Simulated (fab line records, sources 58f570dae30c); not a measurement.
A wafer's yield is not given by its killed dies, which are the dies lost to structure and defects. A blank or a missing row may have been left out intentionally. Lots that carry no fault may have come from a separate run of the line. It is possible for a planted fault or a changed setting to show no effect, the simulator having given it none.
Lot-split experiment -- flow berkeley-cmos170 -- 5 lots, 23 wafers read, on a route of 331 steps

SPLIT DETAILS
At UCB170_ACTIVE_CVD_05 (deposits Si3N4 from SiH2Cl2/NH3, target thk 220 nm, time 3300 s), the setting temp-c was moved away from the recipe's 800 C on 15 of the 23 wafers read, by -1.9% to +3.0%. The other wafers ran this setting at the recipe's value.

The file shows no step between the split and the reading.

THE READING
ACTIVE_NITRIDE_THK at UCB170_ACTIVE_THK_MEAS_06, in nm. Typical for fault-free wafers on this fab line: 221.7 nm, with standard deviation 2.4 nm.

wafer,"tool, chamber at the split","temp-c as run, C",against the recipe,"ACTIVE_NITRIDE_THK, nm",against lot-mates on the recipe
L075.1,"-, -",792.2,-1.0%,190.4,no lot-mate on the recipe
L075.2,"-, -",792.2,-1.0%,190.7,no lot-mate on the recipe
L075.3,"-, -",792.2,-1.0%,189.8,no lot-mate on the recipe
L075.5,"-, -",792.2,-1.0%,190.1,no lot-mate on the recipe
L075.6,"-, -",792.2,-1.0%,190.1,no lot-mate on the recipe
L076.1,"-, -",784.9,-1.9%,165.7,no lot-mate on the recipe
L076.2,"-, -",784.9,-1.9%,167.7,no lot-mate on the recipe
L076.3,"-, -",784.9,-1.9%,166.2,no lot-mate on the recipe
L076.4,"-, -",784.9,-1.9%,166.0,no lot-mate on the recipe
L076.5,"-, -",784.9,-1.9%,166.9,no lot-mate on the recipe
L077.1,"lpcvd-02, 0",800,recipe,219.0,-
L077.2,"lpcvd-02, 0",800,recipe,219.2,-
L077.3,"lpcvd-02, 0",800,recipe,218.5,-
L082.2,"-, -",823.8,+3.0%,335.6,no lot-mate on the recipe
L082.3,"-, -",823.8,+3.0%,335.2,no lot-mate on the recipe
L082.4,"-, -",823.8,+3.0%,335.1,no lot-mate on the recipe
L082.5,"-, -",823.8,+3.0%,336.3,no lot-mate on the recipe
L082.6,"-, -",823.8,+3.0%,335.6,no lot-mate on the recipe
L083.1,"-, -",800,recipe,225.3,-
L083.2,"-, -",800,recipe,225.7,-
L083.3,"-, -",800,recipe,226.4,-
L083.4,"-, -",800,recipe,225.3,-
L083.6,"-, -",800,recipe,226.1,-

FIT RESULTS
A straight line over all 23 wafers: ACTIVE_NITRIDE_THK changes by +35.4 nm for each +1% of temp-c; r = +1.00; the points scatter about the line by 4.8 nm.
Too few moved wafers with a lot-mate on the recipe to fit a line net of each lot's own level.

THE WHOLE CHAIN: every reading that the file lists as answering this split, in the file's order
step,what it does,reading,change (the file's fit),r (the file's)
UCB170_ACTIVE_CVD_05,"deposits Si3N4 from SiH2Cl2/NH3, target thk 220 nm, time 3300 s","Si3N4_of_ACTIVE_CVD_05.thk-nm (the simulator's own value, which no gauge read)",+35.4 nm for each +1% of the setting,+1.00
UCB170_ACTIVE_THK_MEAS_06,,ACTIVE_NITRIDE_THK,+35.4 for each +1% of the setting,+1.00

THE FILE'S OWN FIT
ACTIVE_NITRIDE_THK changes by +35.4 nm for each +1% of temp-c, r = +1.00.
